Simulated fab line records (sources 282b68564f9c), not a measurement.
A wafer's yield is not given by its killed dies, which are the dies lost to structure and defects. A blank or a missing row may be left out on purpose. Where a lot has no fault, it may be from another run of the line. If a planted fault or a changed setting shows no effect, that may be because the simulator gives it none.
fab line records || flow rit_cmos || part 2 of 2: steps 32 to 41 of 41
record {"lots": 5, "wafers": 15, "last_day": 7}
route steps=202 shown NSD@132 PSD@142 SDANNEAL@153 PLDD@159 NLDD@160 SILICIDE@161 CONTACT@168
lots that met no fault: taken from a fault-free run of the same line
start_h: hours from the record's first day to the start of the lot's first wafer shown || wait_h: time in hours since the lot's previous step || " repeats the value in the row above || L1.1+2: several wafers, shown together as one row || - no value, or no start was given || * or withheld: withheld || < > ~ a bound
route shown NAME@n: a module of which the file shows steps, and the number in the route of the first || usual: mean and standard deviation over wafers with no fault || same: alike in all rows || chamber/n: place in a boat || sites: each site's reading || _std_site: how widely they spread, as a standard deviation || _edge_site: mean of outer sites minus mean of inner sites || radius_mm: for every site, how far away it sits from the centre of the wafer || mask NAME#n: copy n || behind: the most recent tool/chamber to have shaped the wafer || hold: why the lot was held/for how many hours/how that ended || device: the n, p or np transistor that did not switch || end of line: the same wafers' tests at the end of the route || where a step has no rows: the recipe by itself || killed: the dies lost at the first sort to structure and to defects; this is not the yield of the wafer || map: the dies of a wafer, with x for killed, . for not killed, _ for no die there
set.NAME: the setting that was run; set.NAME@STEP: the one run at that earlier step || model.NAME: the simulator's own value behind a step, which no gauge read
lots at selected steps of the route; one table per step, one row per wafer
services: the hour from which a tool's chamber was out of use, counted from the record's first day as start_h (under 0 if before that day), plus the number of hours and why
## steps
# step RIT_SILICIDE_RS_MEAS_02
# recipe {"thk_meas_gauge": "four-point-probe", "reads": "Ti_of_SILICIDE_SPUTTER_01"}
# usual {"SILICIDE_TI_RS": "47.8/0.66"}
{"lot.wafer": "L080.2", "tool": "film_metro-03", "chamber": "-", "start_h": 85.65, "wait_h": 0.1, "SILICIDE_TI_RS[ohm/sq]": 48.4}
{"lot.wafer": "L080.3", "tool": "film_metro-03", "chamber": "-", "start_h": 85.65, "wait_h": 0.1, "SILICIDE_TI_RS[ohm/sq]": 48.0}
{"lot.wafer": "L080.5", "tool": "film_metro-03", "chamber": "-", "start_h": 85.65, "wait_h": 0.1, "SILICIDE_TI_RS[ohm/sq]": 47.9}
{"lot.wafer": "L081.2", "tool": "film_metro-03", "chamber": "-", "start_h": 91.12, "wait_h": 0.1, "SILICIDE_TI_RS[ohm/sq]": 47.2}
{"lot.wafer": "L081.3", "tool": "film_metro-03", "chamber": "-", "start_h": 91.12, "wait_h": 0.1, "SILICIDE_TI_RS[ohm/sq]": 47.6}
{"lot.wafer": "L081.5", "tool": "film_metro-03", "chamber": "-", "start_h": 91.12, "wait_h": 0.1, "SILICIDE_TI_RS[ohm/sq]": 48.2}
{"lot.wafer": "L082.4", "tool": "film_metro-04", "chamber": "-", "start_h": 96.82, "wait_h": 0.1, "SILICIDE_TI_RS[ohm/sq]": 48.2}
{"lot.wafer": "L082.5", "tool": "film_metro-04", "chamber": "-", "start_h": 96.82, "wait_h": 0.1, "SILICIDE_TI_RS[ohm/sq]": 47.9}
{"lot.wafer": "L082.6", "tool": "film_metro-04", "chamber": "-", "start_h": 96.82, "wait_h": 0.1, "SILICIDE_TI_RS[ohm/sq]": 47.8}
{"lot.wafer": "L088.1", "tool": "film_metro-04", "chamber": "-", "start_h": 123.49, "wait_h": 0.1, "SILICIDE_TI_RS[ohm/sq]": 46.5}
{"lot.wafer": "L088.3", "tool": "film_metro-04", "chamber": "-", "start_h": 123.49, "wait_h": 0.1, "SILICIDE_TI_RS[ohm/sq]": 46.8}
{"lot.wafer": "L088.4", "tool": "film_metro-04", "chamber": "-", "start_h": 123.49, "wait_h": 0.1, "SILICIDE_TI_RS[ohm/sq]": 46.4}
{"lot.wafer": "L097.2", "tool": "film_metro-03", "chamber": "-", "start_h": 173.02, "wait_h": 0.1, "SILICIDE_TI_RS[ohm/sq]": 47.0}
{"lot.wafer": "L097.4", "tool": "film_metro-03", "chamber": "-", "start_h": 173.02, "wait_h": 0.1, "SILICIDE_TI_RS[ohm/sq]": 46.9}
{"lot.wafer": "L097.5", "tool": "film_metro-03", "chamber": "-", "start_h": 173.02, "wait_h": 0.1, "SILICIDE_TI_RS[ohm/sq]": 46.8}
# step RIT_SILICIDE_THK_MEAS_03
# recipe {"thk_meas_gauge": "xrf", "reads": "Ti_of_SILICIDE_SPUTTER_01"}
# usual {"SILICIDE_TI_THK": "30.0/0.34"}
{"lot.wafer": "L080.2", "tool": "film_metro-03", "chamber": "-", "start_h": 85.76, "wait_h": 0.1, "SILICIDE_TI_THK[nm]": 29.5}
{"lot.wafer": "L080.3", "tool": "film_metro-03", "chamber": "-", "start_h": 85.76, "wait_h": 0.1, "SILICIDE_TI_THK[nm]": 30.0}
{"lot.wafer": "L080.5", "tool": "film_metro-03", "chamber": "-", "start_h": 85.76, "wait_h": 0.1, "SILICIDE_TI_THK[nm]": 29.9}
{"lot.wafer": "L081.2", "tool": "film_metro-03", "chamber": "-", "start_h": 91.23, "wait_h": 0.1, "SILICIDE_TI_THK[nm]": 30.4}
{"lot.wafer": "L081.3", "tool": "film_metro-03", "chamber": "-", "start_h": 91.23, "wait_h": 0.1, "SILICIDE_TI_THK[nm]": 29.9}
{"lot.wafer": "L081.5", "tool": "film_metro-03", "chamber": "-", "start_h": 91.23, "wait_h": 0.1, "SILICIDE_TI_THK[nm]": 29.8}
{"lot.wafer": "L082.4", "tool": "film_metro-04", "chamber": "-", "start_h": 96.91, "wait_h": 0.1, "SILICIDE_TI_THK[nm]": 29.9}
{"lot.wafer": "L082.5", "tool": "film_metro-04", "chamber": "-", "start_h": 96.91, "wait_h": 0.1, "SILICIDE_TI_THK[nm]": 30.1}
{"lot.wafer": "L082.6", "tool": "film_metro-04", "chamber": "-", "start_h": 96.91, "wait_h": 0.1, "SILICIDE_TI_THK[nm]": 30.0}
{"lot.wafer": "L088.1", "tool": "film_metro-04", "chamber": "-", "start_h": 123.61, "wait_h": 0.1, "SILICIDE_TI_THK[nm]": 30.6}
{"lot.wafer": "L088.3", "tool": "film_metro-04", "chamber": "-", "start_h": 123.61, "wait_h": 0.1, "SILICIDE_TI_THK[nm]": 30.4}
{"lot.wafer": "L088.4", "tool": "film_metro-04", "chamber": "-", "start_h": 123.61, "wait_h": 0.1, "SILICIDE_TI_THK[nm]": 30.8}
{"lot.wafer": "L097.2", "tool": "film_metro-03", "chamber": "-", "start_h": 173.13, "wait_h": 0.1, "SILICIDE_TI_THK[nm]": 30.1}
{"lot.wafer": "L097.4", "tool": "film_metro-03", "chamber": "-", "start_h": 173.13, "wait_h": 0.1, "SILICIDE_TI_THK[nm]": 30.2}
{"lot.wafer": "L097.5", "tool": "film_metro-03", "chamber": "-", "start_h": 173.13, "wait_h": 0.1, "SILICIDE_TI_THK[nm]": 30.4}
# step RIT_SILICIDE_RTA_04
# recipe {"temp_c": 650, "time_s": 10, "idle_temp_c": 25, "ramp_up_s": 5, "ramp_down_s": 5, "cool_to_c": 25, "ambient": "N2"}
# usual {"chamber_o2_ppm": "1.999/0.023", "wafer_temp_C_max": "653.8/0.75"}
{"lot.wafer": "L080.2", "tool": "rtp_anneal-01", "chamber": 0, "start_h": 85.82, "wait_h": 0.1, "chamber_o2_ppm": 2.019, "wafer_temp_C_max": 654.8}
{"lot.wafer": "L080.3", "tool": "rtp_anneal-01", "chamber": 0, "start_h": 85.82, "wait_h": 0.1, "chamber_o2_ppm": 1.992, "wafer_temp_C_max": 654.5}
{"lot.wafer": "L080.5", "tool": "rtp_anneal-01", "chamber": 0, "start_h": 85.82, "wait_h": 0.1, "chamber_o2_ppm": 2.026, "wafer_temp_C_max": 654.0}
{"lot.wafer": "L081.2", "tool": "rtp_anneal-02", "chamber": 0, "start_h": 91.29, "wait_h": 0.1, "chamber_o2_ppm": 1.982, "wafer_temp_C_max": 653.0}
{"lot.wafer": "L081.3", "tool": "rtp_anneal-02", "chamber": 0, "start_h": 91.29, "wait_h": 0.1, "chamber_o2_ppm": 1.988, "wafer_temp_C_max": 653.3}
{"lot.wafer": "L081.5", "tool": "rtp_anneal-02", "chamber": 0, "start_h": 91.29, "wait_h": 0.1, "chamber_o2_ppm": 1.993, "wafer_temp_C_max": 653.4}
{"lot.wafer": "L082.4", "tool": "rtp_anneal-01", "chamber": 0, "start_h": 96.97, "wait_h": 0.1, "chamber_o2_ppm": 2.018, "wafer_temp_C_max": 653.7}
{"lot.wafer": "L082.5", "tool": "rtp_anneal-01", "chamber": 0, "start_h": 96.97, "wait_h": 0.1, "chamber_o2_ppm": 1.998, "wafer_temp_C_max": 654.7}
{"lot.wafer": "L082.6", "tool": "rtp_anneal-01", "chamber": 0, "start_h": 96.97, "wait_h": 0.1, "chamber_o2_ppm": 1.985, "wafer_temp_C_max": 655.0}
{"lot.wafer": "L088.1", "tool": "rtp_anneal-01", "chamber": 0, "start_h": 123.67, "wait_h": 0.1, "chamber_o2_ppm": 2.007, "wafer_temp_C_max": 654.7}
{"lot.wafer": "L088.3", "tool": "rtp_anneal-01", "chamber": 0, "start_h": 123.67, "wait_h": 0.1, "chamber_o2_ppm": 1.994, "wafer_temp_C_max": 653.2}
{"lot.wafer": "L088.4", "tool": "rtp_anneal-01", "chamber": 0, "start_h": 123.67, "wait_h": 0.1, "chamber_o2_ppm": 2.019, "wafer_temp_C_max": 654.2}
{"lot.wafer": "L097.2", "tool": "rtp_anneal-02", "chamber": 0, "start_h": 173.19, "wait_h": 0.1, "chamber_o2_ppm": 2.007, "wafer_temp_C_max": 653.3}
{"lot.wafer": "L097.4", "tool": "rtp_anneal-02", "chamber": 0, "start_h": 173.19, "wait_h": 0.1, "chamber_o2_ppm": 2.032, "wafer_temp_C_max": 652.6}
{"lot.wafer": "L097.5", "tool": "rtp_anneal-02", "chamber": 0, "start_h": 173.19, "wait_h": 0.1, "chamber_o2_ppm": 2.027, "wafer_temp_C_max": 653.6}
# step RIT_SILICIDE_WET_ETCH_05
# recipe {"chemistry": "SPM", "target": "Ti", "temp_c": 90, "time_s": 120, "dry": "n2_spin"}
# usual {"temp_c": "90.01/0.13"}
{"lot.wafer": "L080.2", "tool": "wet_bench-04", "chamber": 0, "start_h": 85.88, "wait_h": 0.0, "temp_c": 89.95}
{"lot.wafer": "L080.3", "tool": "wet_bench-04", "chamber": 0, "start_h": 85.88, "wait_h": 0.0, "temp_c": 89.86}
{"lot.wafer": "L080.5", "tool": "wet_bench-04", "chamber": 0, "start_h": 85.88, "wait_h": 0.0, "temp_c": 90.11}
{"lot.wafer": "L081.2", "tool": "wet_bench-03", "chamber": 2, "start_h": 91.34, "wait_h": 0.0, "temp_c": 89.78}
{"lot.wafer": "L081.3", "tool": "wet_bench-03", "chamber": 2, "start_h": 91.34, "wait_h": 0.0, "temp_c": 89.94}
{"lot.wafer": "L081.5", "tool": "wet_bench-03", "chamber": 2, "start_h": 91.34, "wait_h": 0.0, "temp_c": 89.99}
{"lot.wafer": "L082.4", "tool": "wet_bench-04", "chamber": 0, "start_h": 97.01, "wait_h": 0.0, "temp_c": 89.71}
{"lot.wafer": "L082.5", "tool": "wet_bench-04", "chamber": 0, "start_h": 97.01, "wait_h": 0.0, "temp_c": 89.90}
{"lot.wafer": "L082.6", "tool": "wet_bench-04", "chamber": 0, "start_h": 97.01, "wait_h": 0.0, "temp_c": 89.92}
{"lot.wafer": "L088.1", "tool": "wet_bench-04", "chamber": 2, "start_h": 123.73, "wait_h": 0.1, "temp_c": 90.04}
{"lot.wafer": "L088.3", "tool": "wet_bench-04", "chamber": 2, "start_h": 123.73, "wait_h": 0.1, "temp_c": 90.04}
{"lot.wafer": "L088.4", "tool": "wet_bench-04", "chamber": 2, "start_h": 123.73, "wait_h": 0.1, "temp_c": 90.10}
{"lot.wafer": "L097.2", "tool": "wet_bench-02", "chamber": 2, "start_h": 173.24, "wait_h": 0.0, "temp_c": 89.96}
{"lot.wafer": "L097.4", "tool": "wet_bench-02", "chamber": 2, "start_h": 173.24, "wait_h": 0.0, "temp_c": 90.12}
{"lot.wafer": "L097.5", "tool": "wet_bench-02", "chamber": 2, "start_h": 173.24, "wait_h": 0.0, "temp_c": 89.98}
# step RIT_SILICIDE_RTA_06
# recipe {"temp_c": 750, "time_s": 10, "idle_temp_c": 25, "ramp_up_s": 5, "ramp_down_s": 10, "cool_to_c": 25, "ambient": "N2"}
# usual {"chamber_o2_ppm": "2.000/0.022", "wafer_temp_C_max": "754.4/0.88"}
{"lot.wafer": "L080.2", "tool": "rtp_anneal-02", "chamber": 0, "start_h": 85.93, "wait_h": 0.0, "chamber_o2_ppm": 2.011, "wafer_temp_C_max": 755.0}
{"lot.wafer": "L080.3", "tool": "rtp_anneal-02", "chamber": 0, "start_h": 85.93, "wait_h": 0.0, "chamber_o2_ppm": 1.965, "wafer_temp_C_max": 755.9}
{"lot.wafer": "L080.5", "tool": "rtp_anneal-02", "chamber": 0, "start_h": 85.93, "wait_h": 0.0, "chamber_o2_ppm": 2.012, "wafer_temp_C_max": 753.7}
{"lot.wafer": "L081.2", "tool": "rtp_anneal-01", "chamber": 0, "start_h": 91.40, "wait_h": 0.0, "chamber_o2_ppm": 2.005, "wafer_temp_C_max": 755.4}
{"lot.wafer": "L081.3", "tool": "rtp_anneal-01", "chamber": 0, "start_h": 91.40, "wait_h": 0.0, "chamber_o2_ppm": 2.002, "wafer_temp_C_max": 754.5}
{"lot.wafer": "L081.5", "tool": "rtp_anneal-01", "chamber": 0, "start_h": 91.40, "wait_h": 0.0, "chamber_o2_ppm": 2.015, "wafer_temp_C_max": 753.9}
{"lot.wafer": "L082.4", "tool": "rtp_anneal-02", "chamber": 0, "start_h": 97.08, "wait_h": 0.0, "chamber_o2_ppm": 1.985, "wafer_temp_C_max": 754.5}
{"lot.wafer": "L082.5", "tool": "rtp_anneal-02", "chamber": 0, "start_h": 97.08, "wait_h": 0.0, "chamber_o2_ppm": 1.987, "wafer_temp_C_max": 754.3}
{"lot.wafer": "L082.6", "tool": "rtp_anneal-02", "chamber": 0, "start_h": 97.08, "wait_h": 0.0, "chamber_o2_ppm": 1.975, "wafer_temp_C_max": 754.4}
{"lot.wafer": "L088.1", "tool": "rtp_anneal-02", "chamber": 0, "start_h": 123.78, "wait_h": 0.0, "chamber_o2_ppm": 1.976, "wafer_temp_C_max": 754.4}
{"lot.wafer": "L088.3", "tool": "rtp_anneal-02", "chamber": 0, "start_h": 123.78, "wait_h": 0.0, "chamber_o2_ppm": 1.995, "wafer_temp_C_max": 754.6}
{"lot.wafer": "L088.4", "tool": "rtp_anneal-02", "chamber": 0, "start_h": 123.78, "wait_h": 0.0, "chamber_o2_ppm": 1.995, "wafer_temp_C_max": 755.4}
{"lot.wafer": "L097.2", "tool": "rtp_anneal-01", "chamber": 0, "start_h": 173.30, "wait_h": 0.0, "chamber_o2_ppm": 2.007, "wafer_temp_C_max": 753.4}
{"lot.wafer": "L097.4", "tool": "rtp_anneal-01", "chamber": 0, "start_h": 173.30, "wait_h": 0.0, "chamber_o2_ppm": 2.014, "wafer_temp_C_max": 754.7}
{"lot.wafer": "L097.5", "tool": "rtp_anneal-01", "chamber": 0, "start_h": 173.30, "wait_h": 0.0, "chamber_o2_ppm": 1.973, "wafer_temp_C_max": 755.2}
# step RIT_CONTACT_CVD_00
# recipe {"material": "SiO2", "target_thk_nm": 400, "precursor": "TEOS", "temp_c": 390, "time_s": 61, "rf_w": 400}
# usual {"heater_power_w": "329/43"}
{"lot.wafer": "L080.2", "tool": "pecvd-02", "chamber": 2, "start_h": 85.98, "wait_h": 0.0, "heater_power_w": 338}
{"lot.wafer": "L080.3", "tool": "pecvd-02", "chamber": 0, "start_h": 85.98, "wait_h": 0.0, "heater_power_w": 377}
{"lot.wafer": "L080.5", "tool": "pecvd-02", "chamber": 2, "start_h": 85.98, "wait_h": 0.0, "heater_power_w": 342}
{"lot.wafer": "L081.2", "tool": "pecvd-01", "chamber": 0, "start_h": 91.45, "wait_h": 0.0, "heater_power_w": 260}
{"lot.wafer": "L081.3", "tool": "pecvd-01", "chamber": 1, "start_h": 91.45, "wait_h": 0.0, "heater_power_w": 234}
{"lot.wafer": "L081.5", "tool": "pecvd-01", "chamber": 2, "start_h": 91.45, "wait_h": 0.0, "heater_power_w": 269}
{"lot.wafer": "L082.4", "tool": "pecvd-04", "chamber": 2, "start_h": 97.14, "wait_h": 0.0, "heater_power_w": 267}
{"lot.wafer": "L082.5", "tool": "pecvd-04", "chamber": 1, "start_h": 97.14, "wait_h": 0.0, "heater_power_w": 379}
{"lot.wafer": "L082.6", "tool": "pecvd-04", "chamber": 0, "start_h": 97.14, "wait_h": 0.0, "heater_power_w": 304}
{"lot.wafer": "L088.1", "tool": "pecvd-04", "chamber": 1, "start_h": 123.85, "wait_h": 0.1, "heater_power_w": 372}
{"lot.wafer": "L088.3", "tool": "pecvd-04", "chamber": 2, "start_h": 123.85, "wait_h": 0.1, "heater_power_w": 365}
{"lot.wafer": "L088.4", "tool": "pecvd-04", "chamber": 1, "start_h": 123.85, "wait_h": 0.1, "heater_power_w": 381}
{"lot.wafer": "L097.2", "tool": "pecvd-04", "chamber": 0, "start_h": 173.35, "wait_h": 0.0, "heater_power_w": 327}
{"lot.wafer": "L097.4", "tool": "pecvd-04", "chamber": 0, "start_h": 173.35, "wait_h": 0.0, "heater_power_w": 345}
{"lot.wafer": "L097.5", "tool": "pecvd-04", "chamber": 2, "start_h": 173.35, "wait_h": 0.0, "heater_power_w": 342}
# step RIT_CONTACT_THK_MEAS_01
# recipe {"reads": "SiO2_of_CONTACT_CVD_00"}
# usual {"CONTACT_TEOS_THK": "400/5.1"}
{"lot.wafer": "L080.2", "tool": "film_metro-02", "chamber": "-", "start_h": 86.04, "wait_h": 0.0, "CONTACT_TEOS_THK[nm]": 397}
{"lot.wafer": "L080.3", "tool": "film_metro-02", "chamber": "-", "start_h": 86.04, "wait_h": 0.0, "CONTACT_TEOS_THK[nm]": 389}
{"lot.wafer": "L080.5", "tool": "film_metro-02", "chamber": "-", "start_h": 86.04, "wait_h": 0.0, "CONTACT_TEOS_THK[nm]": 398}
{"lot.wafer": "L081.2", "tool": "film_metro-01", "chamber": "-", "start_h": 91.51, "wait_h": 0.0, "CONTACT_TEOS_THK[nm]": 396}
{"lot.wafer": "L081.3", "tool": "film_metro-01", "chamber": "-", "start_h": 91.51, "wait_h": 0.0, "CONTACT_TEOS_THK[nm]": 396}
{"lot.wafer": "L081.5", "tool": "film_metro-01", "chamber": "-", "start_h": 91.51, "wait_h": 0.0, "CONTACT_TEOS_THK[nm]": 406}
{"lot.wafer": "L082.4", "tool": "film_metro-02", "chamber": "-", "start_h": 97.20, "wait_h": 0.0, "CONTACT_TEOS_THK[nm]": 396}
{"lot.wafer": "L082.5", "tool": "film_metro-02", "chamber": "-", "start_h": 97.20, "wait_h": 0.0, "CONTACT_TEOS_THK[nm]": 396}
{"lot.wafer": "L082.6", "tool": "film_metro-02", "chamber": "-", "start_h": 97.20, "wait_h": 0.0, "CONTACT_TEOS_THK[nm]": 399}
{"lot.wafer": "L088.1", "tool": "film_metro-02", "chamber": "-", "start_h": 123.92, "wait_h": 0.1, "CONTACT_TEOS_THK[nm]": 391}
{"lot.wafer": "L088.3", "tool": "film_metro-02", "chamber": "-", "start_h": 123.92, "wait_h": 0.1, "CONTACT_TEOS_THK[nm]": 395}
{"lot.wafer": "L088.4", "tool": "film_metro-02", "chamber": "-", "start_h": 123.92, "wait_h": 0.1, "CONTACT_TEOS_THK[nm]": 395}
{"lot.wafer": "L097.2", "tool": "film_metro-02", "chamber": "-", "start_h": 173.41, "wait_h": 0.0, "CONTACT_TEOS_THK[nm]": 396}
{"lot.wafer": "L097.4", "tool": "film_metro-02", "chamber": "-", "start_h": 173.41, "wait_h": 0.0, "CONTACT_TEOS_THK[nm]": 404}
{"lot.wafer": "L097.5", "tool": "film_metro-02", "chamber": "-", "start_h": 173.41, "wait_h": 0.0, "CONTACT_TEOS_THK[nm]": 402}
# step RIT_CONTACT_HMDS_02
# recipe {"prime_time_s": 60, "prime_temp_c": 140}
{"lot.wafer": "L080.2+3+5", "tool": "litho_track-03", "chamber": 0, "start_h": 86.26, "wait_h": 0.2}
{"lot.wafer": "L081.2+3+5", "tool": "litho_track-04", "chamber": 0, "start_h": 91.59, "wait_h": 0.1}
{"lot.wafer": "L082.4+5+6", "tool": "litho_track-01", "chamber": 0, "start_h": 97.30, "wait_h": 0.1}
{"lot.wafer": "L088.1+3+4", "tool": "litho_track-03", "chamber": 0, "start_h": 123.98, "wait_h": 0.1}
{"lot.wafer": "L097.2+4+5", "tool": "litho_track-04", "chamber": 0, "start_h": 173.49, "wait_h": 0.1}
# step RIT_CONTACT_COAT_03
# recipe {"resist": "NOVOLAK", "spin_rpm": 3250, "resist_thk_nm": 1000}
{"lot.wafer": "L080.2+3+5", "tool": "litho_track-03", "chamber": 0, "start_h": 86.41, "wait_h": 0.1}
{"lot.wafer": "L081.2+3+5", "tool": "litho_track-04", "chamber": 0, "start_h": 91.74, "wait_h": 0.1}
{"lot.wafer": "L082.4+5+6", "tool": "litho_track-01", "chamber": 0, "start_h": 97.45, "wait_h": 0.1}
{"lot.wafer": "L088.1+3+4", "tool": "litho_track-03", "chamber": 0, "start_h": 124.13, "wait_h": 0.1}
{"lot.wafer": "L097.2+4+5", "tool": "litho_track-04", "chamber": 0, "start_h": 173.64, "wait_h": 0.1}
# step RIT_CONTACT_SOFTBAKE_04
# recipe {"resist": "NOVOLAK", "temp_c": 90, "time_s": 60}
# usual {"plate_temp_C": "90.00/0.12"}
{"lot.wafer": "L080.2", "tool": "litho_track-03", "chamber": 0, "start_h": 86.56, "wait_h": 0.1, "plate_temp_C": 90.11}
{"lot.wafer": "L080.3", "tool": "litho_track-03", "chamber": 0, "start_h": 86.56, "wait_h": 0.1, "plate_temp_C": 89.90}
{"lot.wafer": "L080.5", "tool": "litho_track-03", "chamber": 0, "start_h": 86.56, "wait_h": 0.1, "plate_temp_C": 89.93}
{"lot.wafer": "L081.2", "tool": "litho_track-04", "chamber": 0, "start_h": 91.89, "wait_h": 0.1, "plate_temp_C": 90.04}
{"lot.wafer": "L081.3", "tool": "litho_track-04", "chamber": 0, "start_h": 91.89, "wait_h": 0.1, "plate_temp_C": 89.95}
{"lot.wafer": "L081.5", "tool": "litho_track-04", "chamber": 0, "start_h": 91.89, "wait_h": 0.1, "plate_temp_C": 90.05}
{"lot.wafer": "L082.4", "tool": "litho_track-01", "chamber": 0, "start_h": 97.60, "wait_h": 0.1, "plate_temp_C": 89.95}
{"lot.wafer": "L082.5", "tool": "litho_track-01", "chamber": 0, "start_h": 97.60, "wait_h": 0.1, "plate_temp_C": 90.14}
{"lot.wafer": "L082.6", "tool": "litho_track-01", "chamber": 0, "start_h": 97.60, "wait_h": 0.1, "plate_temp_C": 89.86}
{"lot.wafer": "L088.1", "tool": "litho_track-03", "chamber": 0, "start_h": 124.28, "wait_h": 0.1, "plate_temp_C": 90.06}
{"lot.wafer": "L088.3", "tool": "litho_track-03", "chamber": 0, "start_h": 124.28, "wait_h": 0.1, "plate_temp_C": 89.94}
{"lot.wafer": "L088.4", "tool": "litho_track-03", "chamber": 0, "start_h": 124.28, "wait_h": 0.1, "plate_temp_C": 89.97}
{"lot.wafer": "L097.2", "tool": "litho_track-04", "chamber": 0, "start_h": 173.79, "wait_h": 0.1, "plate_temp_C": 90.03}
{"lot.wafer": "L097.4", "tool": "litho_track-04", "chamber": 0, "start_h": 173.79, "wait_h": 0.1, "plate_temp_C": 90.08}
{"lot.wafer": "L097.5", "tool": "litho_track-04", "chamber": 0, "start_h": 173.79, "wait_h": 0.1, "plate_temp_C": 90.05}
## services
{"tool": "pvd_sputter-04", "chamber": "-", "start_h": 62.21, "hours": 2.7, "kind": "repair"}
{"tool": "pecvd-04", "chamber": "-", "start_h": 67.12, "hours": 6.0, "kind": "pm"}
{"tool": "plasma_asher-04", "chamber": "-", "start_h": 68.49, "hours": 0.4, "kind": "repair"}
{"tool": "iline_stepper-01", "chamber": "-", "start_h": 81.64, "hours": 1.3, "kind": "repair"}
{"tool": "iline_stepper-02", "chamber": "-", "start_h": 103.32, "hours": 1.7, "kind": "pm"}
{"tool": "plasma_asher-02", "chamber": "-", "start_h": 108.75, "hours": 9.0, "kind": "pm"}
{"tool": "plasma_asher-02", "chamber": 0, "start_h": 108.75, "hours": 9.0, "kind": "vent_cycle"}
{"tool": "plasma_asher-02", "chamber": 1, "start_h": 108.75, "hours": 9.0, "kind": "vent_cycle"}
{"tool": "implanter-01", "chamber": "-", "start_h": 112.60, "hours": 2.9, "kind": "repair"}
{"tool": "implanter-04", "chamber": "-", "start_h": 114.42, "hours": 3.4, "kind": "repair"}
{"tool": "pecvd-04", "chamber": 0, "start_h": 114.96, "hours": 13.0, "kind": "repair"}
{"tool": "plasma_asher-02", "chamber": 0, "start_h": 117.75, "hours": "-", "kind": "clean"}
{"tool": "plasma_asher-02", "chamber": 1, "start_h": 117.75, "hours": "-", "kind": "clean"}
{"tool": "wet_bench-01", "chamber": "-", "start_h": 119.27, "hours": 2.1, "kind": "repair"}
{"tool": "pecvd-02", "chamber": "-", "start_h": 124.91, "hours": 6.0, "kind": "pm"}
{"tool": "plasma_asher-04", "chamber": "-", "start_h": 144.55, "hours": 14.6, "kind": "pm"}
{"tool": "pvd_sputter-04", "chamber": "-", "start_h": 147.69, "hours": 5.4, "kind": "repair"}
{"tool": "plasma_asher-03", "chamber": "-", "start_h": 153.05, "hours": 2.8, "kind": "pm"}
{"tool": "pecvd-02", "chamber": "-", "start_h": 153.58, "hours": 2.8, "kind": "pm"}
{"tool": "pecvd-04", "chamber": "-", "start_h": 159.21, "hours": 2.8, "kind": "pm"}
{"tool": "pecvd-02", "chamber": "-", "start_h": 165.52, "hours": 1.0, "kind": "repair"}
{"tool": "pvd_sputter-04", "chamber": "-", "start_h": 170.88, "hours": 2.0, "kind": "repair"}
